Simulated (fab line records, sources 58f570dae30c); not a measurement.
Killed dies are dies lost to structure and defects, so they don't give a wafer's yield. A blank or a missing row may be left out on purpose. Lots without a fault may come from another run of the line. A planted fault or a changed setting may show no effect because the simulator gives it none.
fab line records | flow berkeley_cmos170
record lots=15 wafers=45 last_day=14
route steps=331 shown NLDD@162 PSD@182 M1@238 M3@328
lots that met no fault: from a run of the same line without faults
start_h: hours from the record's first day to the start of the lot's first wafer shown | wait_h: hours since the lot's step before | " the same as in the row above | L1.1+2: a row that stands for several wafers | - no value, or no start given | * or withheld: withheld | < > ~ a bound
route shown NAME@n: a module of which the file shows steps, and the number in the route of the first | usual: mean/standard deviation of fault-free wafers | same: alike in all rows | chamber/n: place in a boat | sites: the reading at each site | _std_site: their standard deviation | _edge_site: outer sites' mean less inner sites' | radius_mm: how far each site lies from the wafer's centre | mask NAME#n: copy n | behind: the tool/chamber that last shaped the wafer | hold: why the lot was held/for how many hours/how that ended | device: the transistor (n, p or np) that didn't switch | end of line: the same wafers' tests at the end of the route | a step without rows: its recipe alone | killed: dies lost to structure and defects at the first sort, not the wafer's yield | map: a wafer's dies, x killed, . not, _ none there
set.NAME: the setting as run; set.NAME@STEP: as run at that earlier step | model.NAME: the simulator's own value behind a step, which no gauge read
steps of the route over a sample of lots; a table a step, a row a wafer
services: from which hour (start_h, from the record's first day; less than 0 if before it) a tool's chamber was out of use, for how many hours, and why
## steps
# step UCB170_NLDD_PEB_04
# recipe peb_temp_c=130 peb_time_s=withheld resist=KrF
# usual heater_power_total_W=56.80/0.045 plate_temp_C=130.01/0.14
# columns lot.wafer tool chamber start_h wait_h heater_power_total_W plate_temp_C
L732.3 litho_track-01 0 145.46 0.5 56.84 129.86
L732.4 " 0 " " 56.73 129.99
L732.5 " 0 " " 56.76 129.97
L731.1 litho_track-02 0 145.57 0.3 56.81 130.03
L731.2 " 0 " " 56.81 130.01
L731.6 " 0 " " 56.86 129.88
L733.3 litho_track-02 0 164.32 0.1 56.83 130.15
L733.5 " 0 " " 56.74 130.17
L733.6 " 0 " " 56.75 129.95
L734.1 litho_track-01 0 172.91 0.3 56.85 129.99
L734.2 " 0 " " 56.79 130.06
L734.3 " 0 " " 56.76 129.90
L739.1 litho_track-03 0 188.11 0.1 56.85 130.01
L739.4 " 0 " " 56.87 129.99
L739.6 " 0 " " 56.79 130.09
L738.2 litho_track-01 0 188.74 0.1 56.85 130.16
L738.5 " 0 " " 56.94 129.97
L738.6 " 0 " " 56.86 130.06
L742.4 litho_track-02 0 208.96 1.0 56.74 129.99
L742.5 " 0 " " 56.87 129.82
L742.6 " 0 " " 56.84 129.97
L740.1 litho_track-03 0 209.17 0.9 49.69 117.38
L740.4 " 0 " " 49.71 117.27
L740.5 " 0 " " 49.71 117.51
L741.2 litho_track-03 0 209.47 0.9 49.75 117.50
L741.5 " 0 " " 49.80 117.74
L741.6 " 0 " " 49.83 117.35
L743.2 litho_track-03 0 213.85 0.1 49.76 117.42
L743.3 " 0 " " 49.73 117.44
L743.5 " 0 " " 49.71 117.30
L746.1 litho_track-02 0 231.91 0.3 56.82 130.13
L746.3 " 0 " " 56.84 130.26
L746.4 " 0 " " 56.71 130.08
L749.2 litho_track-02 0 265.21 0.2 56.70 129.91
L749.4 " 0 " " 56.74 129.78
L749.6 " 0 " " 56.86 129.91
L750.1 litho_track-01 0 265.43 0.1 56.74 129.85
L750.2 " 0 " " 56.89 129.85
L750.6 " 0 " " 56.86 129.79
L753.1 litho_track-03 0 282.87 0.5 56.74 129.99
L753.3 " 0 " " 56.78 130.16
L753.4 " 0 " " 56.75 130.26
L754.2 litho_track-03 0 283.17 0.3 56.79 129.94
L754.4 " 0 " " 56.79 129.86
L754.6 " 0 " " 56.74 129.92
# step UCB170_NLDD_CD_MEAS_06
# recipe target_cd_nm=1200
# usual cd_nm=1199.8/1.3
# columns lot.wafer tool chamber start_h wait_h hold cd_nm
L732.3 cd_sem-02 - 145.72 - - 1201.0
L732.4 " - " " - 1200.7
L732.5 " - " " - 1198.7
L731.1 cd_sem-01 - 145.90 - - 1197.9
L731.2 " - " " - 1198.3
L731.6 " - " " - 1197.3
L733.3 cd_sem-01 - 164.59 - - 1199.0
L733.5 " - " " - 1199.0
L733.6 " - " " - 1198.4
L734.1 cd_sem-01 - 173.19 - - 1199.1
L734.2 " - " " - 1199.3
L734.3 " - " " - 1200.1
L739.1 cd_sem-01 - 188.38 - - 1199.6
L739.4 " - " " - 1199.8
L739.6 " - " " - 1199.9
L738.2 cd_sem-01 - 189.01 - - 1199.1
L738.5 " - " " - 1199.4
L738.6 " - " " - 1199.4
L742.4 cd_sem-01 - 209.22 - - 1198.6
L742.5 " - " " - 1200.2
L742.6 " - " " - 1197.7
L740.1 cd_sem-01 - 209.53 - await_dispo/0.2h/release 1060.8
L740.4 " - " " await_dispo/0.2h/release 1059.1
L740.5 " - " " await_dispo/0.2h/release 1060.3
L740.1 cd_sem-01 - 209.82 0.3 - 1061.3
L740.4 " - " " - 1059.5
L740.5 " - " " - 1060.2
L741.2 cd_sem-01 - 209.84 - await_dispo/0.2h/release 1061.9
L741.5 " - " " await_dispo/0.2h/release 1061.5
L741.6 " - " " await_dispo/0.2h/release 1061.0
L741.2 cd_sem-01 - 210.13 0.3 - 1062.2
L741.5 " - " " - 1061.1
L741.6 " - " " - 1061.0
L743.2 cd_sem-01 - 214.92 - await_dispo/0.2h/release 1076.7
L743.3 " - " " await_dispo/0.2h/release 1076.4
L743.5 " - " " await_dispo/0.2h/release 1076.7
L743.2 cd_sem-01 - 215.21 0.3 - 1076.3
L743.3 " - " " - 1077.0
L743.5 " - " " - 1076.9
L746.1 cd_sem-02 - 232.19 - - 1198.4
L746.3 " - " " - 1198.2
L746.4 " - " " - 1197.6
L749.2 cd_sem-01 - 265.48 - - 1199.1
L749.4 " - " " - 1199.9
L749.6 " - " " - 1200.8
L750.1 cd_sem-02 - 265.70 - - 1200.4
L750.2 " - " " - 1199.2
L750.6 " - " " - 1199.5
L753.1 cd_sem-01 - 283.14 - - 1202.7
L753.3 " - " " - 1203.1
L753.4 " - " " - 1202.8
L754.2 cd_sem-01 - 283.44 - - 1200.1
L754.4 " - " " - 1199.2
L754.6 " - " " - 1199.8
# step UCB170_PSD_OVL_MEAS_07
# usual PSD_OVL=0/4.5
# columns lot.wafer tool chamber start_h wait_h PSD_OVL[nm]
L731.1 overlay-02 - 155.23 0.1 10
L731.2 " - " " 5
L731.6 " - " " 7
L732.3 overlay-01 - 155.32 0.1 1
L732.4 " - " " -7
L732.5 " - " " 10
L733.3 overlay-01 - 173.18 0.1 4
L733.5 " - " " 0
L733.6 " - " " 1
L734.1 overlay-02 - 179.93 0.1 6
L734.2 " - " " -2
L734.3 " - " " 0
L739.1 overlay-02 - 197.88 0.1 5
L739.4 " - " " -2
L739.6 " - " " 6
L738.2 overlay-02 - 198.01 0.1 5
L738.5 " - " " 2
L738.6 " - " " 3
L742.4 overlay-01 - 217.08 0.1 -5
L742.5 " - " " -10
L742.6 " - " " 0
L746.1 overlay-01 - 243.48 0.1 6
L746.3 " - " " -4
L746.4 " - " " -6
L749.2 overlay-01 - 273.21 0.1 -1
L749.4 " - " " 0
L749.6 " - " " -3
L750.1 overlay-02 - 273.45 0.1 -1
L750.2 " - " " -5
L750.6 " - " " -3
L753.1 overlay-01 - 290.88 0.1 -3
L753.3 " - " " -1
L753.4 " - " " 2
L754.2 overlay-01 - 291.37 0.1 5
L754.4 " - " " 0
L754.6 " - " " 3
# step UCB170_M1_SPUTTER_00
# recipe material=Al target_thk_nm=600 time_s=80 power_w=6000 chamber_pressure_pa=0.5
# usual cathode_dc_power_W=6000.1/1.1 throttle_valve_pct=30.0/1.3
# columns lot.wafer tool chamber start_h wait_h cathode_dc_power_W throttle_valve_pct
L731.1 pvd_sputter-02 - 168.03 0.0 6001.1 29.2
L731.2 " - " " 5997.7 29.2
L731.6 " - " " 5999.9 28.8
L732.3 pvd_sputter-04 - 172.28 0.0 5999.5 32.3
L732.4 " - " " 6001.8 28.3
L732.5 " - " " 5999.7 31.2
L733.3 pvd_sputter-04 - 183.08 0.0 6000.1 30.9
L733.5 " - " " 5998.9 30.5
L733.6 " - " " 6001.3 31.4
L734.1 pvd_sputter-04 - 190.91 0.0 6000.3 28.3
L734.2 " - " " 6000.3 31.3
L734.3 " - " " 5999.9 30.6
L739.1 pvd_sputter-04 - 207.10 0.0 6000.4 30.7
L739.4 " - " " 6000.4 31.2
L739.6 " - " " 5999.6 28.0
L738.2 pvd_sputter-03 - 210.47 0.0 6000.8 28.9
L738.5 " - " " 6000.4 30.5
L738.6 " - " " 6001.0 30.0
L742.4 pvd_sputter-04 - 225.80 0.0 5999.3 31.9
L742.5 " - " " 5999.9 31.1
L742.6 " - " " 6002.5 30.8
L746.1 pvd_sputter-04 - 253.63 0.0 6000.6 28.0
L746.3 " - " " 6001.6 31.9
L746.4 " - " " 6000.0 30.6
L749.2 pvd_sputter-02 - 290.26 0.0 6000.8 28.3
L749.4 " - " " 6000.6 29.0
L749.6 " - " " 6001.1 28.8
L750.1 pvd_sputter-03 - 290.26 0.0 6000.1 30.2
L750.2 " - " " 6003.4 29.1
L750.6 " - " " 5999.4 29.7
L754.2 pvd_sputter-04 - 305.69 0.0 6000.3 31.3
L754.4 " - " " 5999.6 28.3
L754.6 " - " " 6000.8 28.0
L753.1 pvd_sputter-02 - 306.83 0.0 5998.5 31.3
L753.3 " - " " 6000.1 29.1
L753.4 " - " " 6000.3 29.3
# step UCB170_M3_STRIP_19
# recipe chemistry=O2 power_w=400 pressure_mtorr=3500 platen_temp_c=withheld o2_flow_sccm=400 overash_fraction=0.5
# usual drypump_motor_current_A=5.8/0.61 oes_product_au=0.535/0.013
# columns lot.wafer tool chamber start_h wait_h drypump_motor_current_A oes_product_au rf_hours_counter_h
L731.1 plasma_asher-02 0 182.23 0.1 5.8 0.546 47
L731.2 " 1 " " 6.5 0.546 47
L731.6 " 0 " " 5.8 0.547 -
L732.3 plasma_asher-03 1 187.01 0.1 4.8 0.514 -
L732.4 " 0 " " 6.0 0.542 -
L732.5 " 1 " " 4.8 0.526 -
L733.3 plasma_asher-03 1 196.47 0.2 4.8 0.522 -
L733.5 " 1 " " 4.8 0.536 -
L733.6 " 0 " " 6.0 0.531 -
L734.1 plasma_asher-01 0 206.15 0.1 6.3 0.547 45
L734.2 " 1 " " 5.1 0.537 45
L734.3 " 1 " " 5.2 0.540 -
L739.1 plasma_asher-03 0 223.86 0.1 6.0 0.553 48
L739.4 " 0 " " 6.0 0.555 -
L739.6 " 0 " " 6.0 0.540 -
L738.2 plasma_asher-01 1 224.10 0.1 5.2 0.524 48
L738.5 " 0 " " 6.3 0.519 -
L738.6 " 1 " " 5.1 0.534 -
L742.4 plasma_asher-03 1 241.59 0.1 4.8 0.548 -
L742.5 " 1 " " 4.8 0.548 -
L742.6 " 0 " " 6.0 0.544 -
L746.1 plasma_asher-02 0 270.13 0.1 5.8 0.533 56
L746.3 " 0 " " 5.8 0.530 -
L746.4 " 1 " " 6.5 0.530 -
L749.2 plasma_asher-03 0 306.32 0.1 6.0 0.542 56
L749.4 " 1 " " 4.8 0.542 -
L749.6 " 0 " " 6.0 0.539 -
L750.1 plasma_asher-03 1 309.96 0.1 4.8 0.522 56
L750.2 " 0 " " 6.0 0.535 56
L750.6 " 0 " " 6.0 0.522 -
L754.2 plasma_asher-02 0 324.34 0.1 5.7 0.534 62
L754.4 " 1 " " 6.5 0.544 -
L754.6 " 1 " " 6.5 0.532 -
L753.1 plasma_asher-01 0 325.68 0.1 6.3 0.526 59
L753.3 " 0 " " 6.3 0.533 -
L753.4 " 1 " " 5.1 0.539 -
## services
# columns tool chamber start_h hours kind
pvd_sputter-02 - 135.98 2.4 repair
plasma_asher-03 - 141.84 2.1 repair
plasma_asher-03 - 157.27 2.8 pm
pvd_sputter-02 - 225.39 7.3 repair
plasma_asher-02 - 237.30 2.8 pm
plasma_asher-02 - 267.12 2.2 repair
pvd_sputter-02 - 295.45 4.3 repair
plasma_asher-03 - 298.96 1.4 repair
pvd_sputter-03 - 299.59 0.9 repair
pvd_sputter-02 - 310.81 0.9 repair
plasma_asher-03 - 317.43 7.4 repair
pvd_sputter-02 - 317.54 2.5 repair
plasma_asher-03 - 317.69 3.4 repair
## key
first_sign step=UCB170_NLDD_PEB_04 reading=heater_power_total_W direction=down sigmas=99+ usual=56.80 struck=49.75
effect step=UCB170_NLDD_PEB_04 reading=plate_temp_C direction=down sigmas=91 usual=* struck=*
effect step=UCB170_NLDD_CD_MEAS_06 reading=visit direction=added through=control_loop
effect step=UCB170_NLDD_CD_MEAS_06 reading=cd_nm direction=down sigmas=99+ usual=1199.8 struck=1066.0 through=control_loop
met_at UCB170_NLDD_PEB_04
struck_lots L740,L741,L743
scrapped_behind UCB170_NLDD_CD_MEAS_06 L740.1,L740.4,L740.5,L741.2,L741.5,L741.6,L743.2,L743.3,L743.5
loop_trim step=UCB170_NLDD_EXPOSE_03 setting=dose lots=L743
not_acting_at UCB170_PSD_OVL_MEAS_07,UCB170_M1_SPUTTER_00,UCB170_M3_STRIP_19
fault kind=process_parameter_drift tool=litho_track-03 chamber=- onset_h=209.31 steps=UCB170_NLDD_PEB_04 channel=peb_temp_c offset=* shape=step end_h=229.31 acts_in=* stated=*
# loop_trim: a control loop set the setting to another value than it would have without faults
